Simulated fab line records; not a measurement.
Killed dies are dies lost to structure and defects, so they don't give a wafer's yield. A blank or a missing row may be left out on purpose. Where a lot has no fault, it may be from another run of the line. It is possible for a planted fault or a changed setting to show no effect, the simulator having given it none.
The tool behind it: which one? + flow berkeley-cmos170 + 13 lots with 39 wafers sampled at 6 steps, on a route of 331 steps

WHAT THE GAUGES SHOWED, per wafer
UCB170_M3_RS_MEAS_02: measurement is done with a four-point probe.
| lot  | measured     | on            | M3_AL_RS (ohm/sq)    |
|------|--------------|---------------|----------------------|
| L826 | day 8 12:54  | film-metro-02 | 0.0324 0.0321 0.0324 |
| L828 | day 8 21:01  | film-metro-01 | 0.0324 0.0324 0.0320 |
| L827 | day 8 21:17  | film-metro-02 | 0.0329 0.0326 0.0327 |
| L834 | day 10 14:51 | film-metro-03 | 0.0320 0.0324 0.0323 |
| L836 | day 10 16:20 | film-metro-01 | 0.0224 0.0320 0.0319 |
| L832 | day 10 17:59 | film-metro-01 | 0.0324 0.0227 0.0324 |
| L839 | day 11 19:53 | film-metro-02 | 0.0323 0.0323 0.0322 |
| L840 | day 11 20:12 | film-metro-02 | 0.0326 0.0324 0.0320 |
| L843 | day 12 06:18 | film-metro-01 | 0.0319 0.0318 0.0321 |
| L842 | day 12 07:43 | film-metro-01 | 0.0319 0.0317 0.0318 |
| L849 | day 13 08:47 | film-metro-01 | 0.0316 0.0317 0.0321 |
| L846 | day 13 10:04 | film-metro-01 | 0.0328 0.0332 0.0320 |
| L847 | day 13 11:40 | film-metro-02 | 0.0321 0.0317 0.0325 |

UCB170_M3_THK_MEAS_03: measures by xrf.
| lot  | measured     | on            | M3_AL_THK (nm) |
|------|--------------|---------------|----------------|
| L826 | day 8 13:00  | film-metro-02 | 895 908 898    |
| L828 | day 8 21:08  | film-metro-01 | 890 893 904    |
| L827 | day 8 21:24  | film-metro-02 | 884 892 892    |
| L834 | day 10 14:58 | film-metro-03 | 911 901 902    |
| L836 | day 10 16:26 | film-metro-01 | 1285 902 904   |
| L832 | day 10 18:05 | film-metro-01 | 892 1262 890   |
| L839 | day 11 19:59 | film-metro-02 | 891 901 895    |
| L840 | day 11 20:18 | film-metro-02 | 894 892 914    |
| L843 | day 12 06:25 | film-metro-01 | 908 911 906    |
| L842 | day 12 07:50 | film-metro-01 | 910 912 907    |
| L849 | day 13 08:55 | film-metro-01 | 919 912 904    |
| L846 | day 13 10:11 | film-metro-01 | 885 878 903    |
| L847 | day 13 11:47 | film-metro-02 | 906 919 894    |

TOOL THAT RAN EACH LOT (tool first, then ch and the chambers of the sampled wafers, then the start)
| lot  | UCB170_V1_ETCH_14                  | UCB170_M2_STRIP_07                   | UCB170_V2_CVD_00                | UCB170_M3_SPUTTER_01         |
|------|------------------------------------|--------------------------------------|---------------------------------|------------------------------|
| L826 | rie-diel-04 ch 0,1,3, day 8 06:56  | plasma-asher-04 ch 0,1, day 8 08:13  | pecvd-04 ch 0,2, day 8 10:13    | pvd-sputter-02, day 8 12:47  |
| L828 | rie-diel-04 ch 0,1,3, day 8 15:34  | plasma-asher-04 ch 0,1, day 8 16:44  | pecvd-01 ch 0,1,2, day 8 18:36  | pvd-sputter-02, day 8 20:56  |
| L827 | rie-diel-01 ch 0,3, day 8 15:46    | plasma-asher-03 ch 0,1, day 8 16:57  | pecvd-03 ch 0,1, day 8 18:50    | pvd-sputter-03, day 8 21:11  |
| L834 | rie-diel-01 ch 0,1,2, day 10 08:17 | plasma-asher-03 ch 0, day 10 09:27   | pecvd-01 ch 0,1,2, day 10 12:06 | pvd-sputter-03, day 10 14:46 |
| L836 | rie-diel-04 ch 1,2,3, day 10 09:20 | plasma-asher-03 ch 0,1, day 10 11:13 | pecvd-04 ch 1,2, day 10 13:34   | pvd-sputter-02, day 10 16:14 |
| L832 | rie-diel-02 ch 1,3, day 10 11:36   | plasma-asher-04 ch 0,1, day 10 13:01 | pecvd-04 ch 0,2, day 10 15:17   | pvd-sputter-02, day 10 17:52 |
| L839 | rie-diel-04 ch 0,1,2, day 11 14:25 | plasma-asher-04 ch 0,1, day 11 15:38 | pecvd-01 ch 1,2, day 11 17:23   | pvd-sputter-01, day 11 19:46 |
| L840 | rie-diel-01 ch 1,2,3, day 11 14:42 | plasma-asher-03 ch 0,1, day 11 15:55 | pecvd-04 ch 1,2, day 11 17:44   | pvd-sputter-03, day 11 20:04 |
| L843 | rie-diel-04 ch 1,2, day 12 00:16   | plasma-asher-01 ch 1, day 12 01:28   | pecvd-04 ch 0,1,2, day 12 03:46 | pvd-sputter-01, day 12 06:13 |
| L842 | rie-diel-02 ch 1,3, day 12 01:40   | plasma-asher-01 ch 0,1, day 12 03:16 | pecvd-03 ch 0,1, day 12 05:16   | pvd-sputter-03, day 12 07:38 |
| L849 | rie-diel-01 ch 0,1,2, day 13 01:33 | plasma-asher-01 ch 0,1, day 13 03:11 | pecvd-04 ch 1,2, day 13 05:37   | pvd-sputter-02, day 13 08:42 |
| L846 | rie-diel-01 ch 0,2, day 13 03:02   | plasma-asher-03 ch 0,1, day 13 04:28 | pecvd-03 ch 0,1,2, day 13 07:24 | pvd-sputter-01, day 13 09:58 |
| L847 | rie-diel-04 ch 1,3, day 13 04:02   | plasma-asher-03 ch 0, day 13 06:09   | pecvd-04 ch 1,2, day 13 08:30   | pvd-sputter-02, day 13 11:35 |
- UCB170_V1_ETCH_14: etches SiO2 in CHF3/CF4/Ar, stops on Al, target depth 1250 nm, time 299.5 s.
- UCB170_M2_STRIP_07: strips in O2.
- UCB170_V2_CVD_00: deposits SiO2 from TEOS/O2, target thk 2000 nm, time 250 s.
- UCB170_M3_SPUTTER_01: material Al, target thk 900 nm, time 120 s.

WHAT THE TOOLS THEMSELVES READ (means of the sampled wafers that have a number; where no wafer has one, the mark that the record gives instead)
UCB170_V1_ETCH_14.
| lot  | tool        | drypump-motor-current-A (A) | oes-product-au (a.u.) | throttle-valve-pct (%) |
|------|-------------|-----------------------------|-----------------------|------------------------|
| L826 | rie-diel-04 | 6.0                         | 0.864                 | 7.02                   |
| L828 | rie-diel-04 | 6.0                         | 0.866                 | 7.01                   |
| L827 | rie-diel-01 | 6.2                         | 0.874                 | 7.13                   |
| L834 | rie-diel-01 | 5.6                         | 0.876                 | 6.91                   |
| L836 | rie-diel-04 | 5.9                         | 0.865                 | 6.94                   |
| L832 | rie-diel-02 | 5.7                         | 0.883                 | 6.97                   |
| L839 | rie-diel-04 | 5.9                         | 0.869                 | 6.96                   |
| L840 | rie-diel-01 | 5.7                         | 0.883                 | 6.86                   |
| L843 | rie-diel-04 | 5.8                         | 0.871                 | 6.90                   |
| L842 | rie-diel-02 | 5.7                         | 0.885                 | 6.97                   |
| L849 | rie-diel-01 | 5.6                         | 0.874                 | 6.91                   |
| L846 | rie-diel-01 | 5.9                         | 0.863                 | 7.05                   |
| L847 | rie-diel-04 | 6.0                         | 0.858                 | 6.90                   |

UCB170_M2_STRIP_07.
| lot  | tool            | drypump-motor-current-A (A) | oes-product-au (a.u.) | strip-time-to-endpoint-s (s) |
|------|-----------------|-----------------------------|-----------------------|------------------------------|
| L826 | plasma-asher-04 | 6.6                         | 0.729                 | 22.04                        |
| L828 | plasma-asher-04 | 6.6                         | 0.736                 | 22.04                        |
| L827 | plasma-asher-03 | 5.5                         | 0.737                 | 22.05                        |
| L834 | plasma-asher-03 | 5.4                         | 0.734                 | 22.00                        |
| L836 | plasma-asher-03 | 5.4                         | 0.732                 | 21.91                        |
| L832 | plasma-asher-04 | 6.6                         | 0.734                 | 22.02                        |
| L839 | plasma-asher-04 | 6.6                         | 0.735                 | 22.04                        |
| L840 | plasma-asher-03 | 5.5                         | 0.732                 | 22.06                        |
| L843 | plasma-asher-01 | 5.2                         | 0.737                 | 22.04                        |
| L842 | plasma-asher-01 | 5.3                         | 0.739                 | 22.01                        |
| L849 | plasma-asher-01 | 5.3                         | 0.731                 | 21.98                        |
| L846 | plasma-asher-03 | 5.5                         | 0.734                 | 21.99                        |
| L847 | plasma-asher-03 | 5.4                         | 0.732                 | 22.00                        |

UCB170_V2_CVD_00.
| lot  | tool     | heater-power-w (W) | susceptor-temp-C (C) |
|------|----------|--------------------|----------------------|
| L826 | pecvd-04 | 228                | 389.82               |
| L828 | pecvd-01 | 281                | 389.97               |
| L827 | pecvd-03 | 251                | 389.77               |
| L834 | pecvd-01 | 250                | 390.10               |
| L836 | pecvd-04 | 311                | 390.01               |
| L832 | pecvd-04 | 269                | 389.89               |
| L839 | pecvd-01 | 305                | 389.90               |
| L840 | pecvd-04 | 312                | 389.69               |
| L843 | pecvd-04 | 281                | 390.06               |
| L842 | pecvd-03 | 258                | 390.01               |
| L849 | pecvd-04 | 337                | 390.07               |
| L846 | pecvd-03 | 258                | 389.92               |
| L847 | pecvd-04 | 328                | 390.24               |

UCB170_M3_SPUTTER_01.
| lot  | tool           | cathode-dc-power-W (W) | throttle-valve-pct (%) |
|------|----------------|------------------------|------------------------|
| L826 | pvd-sputter-02 | 5999.5                 | 29.8                   |
| L828 | pvd-sputter-02 | 6000.9                 | 29.9                   |
| L827 | pvd-sputter-03 | 5999.5                 | 29.9                   |
| L834 | pvd-sputter-03 | 6001.4                 | 29.6                   |
| L836 | pvd-sputter-02 | 6819.6                 | 30.0                   |
| L832 | pvd-sputter-02 | 6818.4                 | 30.5                   |
| L839 | pvd-sputter-01 | 6000.2                 | 29.4                   |
| L840 | pvd-sputter-03 | 5999.9                 | 30.0                   |
| L843 | pvd-sputter-01 | 6000.1                 | 29.5                   |
| L842 | pvd-sputter-03 | 6000.1                 | 30.6                   |
| L849 | pvd-sputter-02 | 5999.8                 | 30.3                   |
| L846 | pvd-sputter-01 | 5999.2                 | 30.3                   |
| L847 | pvd-sputter-02 | 5999.9                 | 30.4                   |

THE ANSWER, worked out from the rows above alone
Rule: the usual values come from the lots themselves. Put in order of their means at a reading, lots are off if they are a third of the lots or fewer, leave a main group of 4 or more, and stand apart from it by a gap of 3 or more times the standard deviation of the main group's means; of several such gaps the widest counts. The tables above print the reading to a certain number of digits; a main group whose means all agree to those digits is not used. A lot without any number at a reading at which 4 lots or more have one is off too. The other lots that the step has rows for count as sound. First the gauges in route order, then the tools' own readings, where a lot's mean is used as printed above. The first step at which some lot is off is used, and at that step the reading that is off furthest; a lot without a number counts as furthest.
Off: L836, L832, at UCB170_M3_RS_MEAS_02 (M3_AL_RS). Mean 0.0322 ohm/sq and standard deviation 0.00029 in the main group.
A tool fits if, at a process step before that reading, it ran every lot that is off, and no sound lot after the first of them. Not tried: the gauges at UCB170_M3_RS_MEAS_02; whatever is off there is also off at UCB170_M3_SPUTTER_01, on other tools, and gauge error can't account for it. None of those tried fits.

WHAT HAD BEEN PUT IN BY THE SIMULATOR
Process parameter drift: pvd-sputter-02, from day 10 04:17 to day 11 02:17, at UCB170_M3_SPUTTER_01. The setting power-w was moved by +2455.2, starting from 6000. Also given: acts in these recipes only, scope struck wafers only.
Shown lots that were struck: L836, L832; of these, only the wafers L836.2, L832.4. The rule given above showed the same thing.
